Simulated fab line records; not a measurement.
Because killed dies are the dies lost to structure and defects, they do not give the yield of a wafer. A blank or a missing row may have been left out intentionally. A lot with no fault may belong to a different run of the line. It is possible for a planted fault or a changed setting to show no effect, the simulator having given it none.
Split-lot study -- flow ritCmos -- 5 lots, 23 wafers read, on a route of 202 steps

== ABOUT THE SPLIT ==
At RIT_PRETRO_IMPLANT_08, the setting energyKev was moved away from the recipe's 45 on 8 of the 23 wafers read, by -4.8% to +2.9%. All remaining wafers had this setting at the recipe value.

The reading is taken at the split's own step.

== THE READING ==
The simulator's own value implant.drpNm, read by no gauge, in nm at RIT_PRETRO_IMPLANT_08. The file does not state a usual value for it.

wafer,"tool, chamber at the split",energyKev as run,against the recipe,"implant.drpNm, nm",against lot-mates on the recipe
L075.1,"implanter-01, 0",45,recipe,55.07,-
L075.2,"implanter-01, 0",45,recipe,55.07,-
L075.3,"implanter-01, 0",45,recipe,55.07,-
L075.4,"implanter-01, 0",45,recipe,55.07,-
L075.6,"implanter-01, 0",45,recipe,55.07,-
L076.1,"implanter-03, 0",45,recipe,55.07,-
L076.2,"implanter-03, 0",45,recipe,55.07,-
L076.4,"implanter-03, 0",45,recipe,55.07,-
L076.5,"implanter-03, 0",46.32,+2.9%,56.02,+0.95
L076.6,"implanter-03, 0",46.32,+2.9%,56.02,+0.95
L081.1,"implanter-03, 0",42.83,-4.8%,53.47,-1.60
L081.2,"implanter-03, 0",42.83,-4.8%,53.47,-1.60
L081.6,"implanter-03, 0",42.83,-4.8%,53.47,-1.60
L081.3,"implanter-03, 0",45,recipe,55.07,-
L081.4,"implanter-03, 0",45,recipe,55.07,-
L083.1,"implanter-01, 0",43.45,-3.4%,53.93,-1.14
L083.5,"implanter-01, 0",43.45,-3.4%,53.93,-1.14
L083.6,"implanter-01, 0",43.45,-3.4%,53.93,-1.14
L083.3,"implanter-01, 0",45,recipe,55.07,-
L083.4,"implanter-01, 0",45,recipe,55.07,-
L085.1,"implanter-01, 0",45,recipe,55.07,-
L085.2,"implanter-01, 0",45,recipe,55.07,-
L085.5,"implanter-01, 0",45,recipe,55.07,-

THE FIT
A straight line over all 23 wafers: implant.drpNm changes by +0.33 nm for each +1% of energyKev; r = +1.00; the points scatter about the line by 0.0057 nm.
The same after taking each lot's own level away (the mean of its wafers on the recipe; 23 wafers): +0.33 nm for each +1%; r = +1.00; scatter 0.0057 nm.
Per that fit: largest energyKev move, reading shift of 1.6 nm.
The lots' own levels span 55.070 to 55.070 nm.
Hence the lot-to-lot level has little effect on the slope; both slopes agree.
Check: for one of the wafers moved furthest among these (-4.8%), held out of the fit, the line's prediction against its lot-mates is -1.59 nm. It came out at -1.6 nm against them.

== OTHER SPLITS APPLIED TO THESE WAFERS ==
Other splits were also applied to these wafers ahead of the reading. Each is held against what the fit with the lots' levels taken away leaves over:
other split on the same wafers,wafers away from the commonest value,r with implant.drpNm (lot level and that fit taken away)
RIT_ACTIVE_OXIDATION_01 oxTimeS,15,-0.06
RIT_ACTIVE_EXPOSE_08 doseMj,5,-0.18
RIT_ACTIVE_ETCH_13 rfW,12,+0.03
RIT_NWELL_COAT_01 resistThkNm,8,+0.29
RIT_NWELL_IMPLANT_08 energyKev,11,+0.17
RIT_PWELL_IMPLANT_08 energyKev,10,+0.09
RIT_NRETRO_COAT_01 resistThkNm,5,-0.24

== THE WHOLE CHAIN: every reading that the file lists as answering this split, in the file's order ==
step,what it does,reading,change (the file's fit),r (the file's)
RIT_PRETRO_IMPLANT_08,,"implant.rpNm (the simulator's own value, which no gauge read)",+1.36 nm for each +1% of the setting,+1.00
RIT_PRETRO_IMPLANT_08,,"implant.drpNm (the simulator's own value, which no gauge read)",+0.33 nm for each +1% of the setting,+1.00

== FILE'S OWN FIT ==
implant.drpNm changes by +0.33 nm for each +1% of energyKev, r = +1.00.
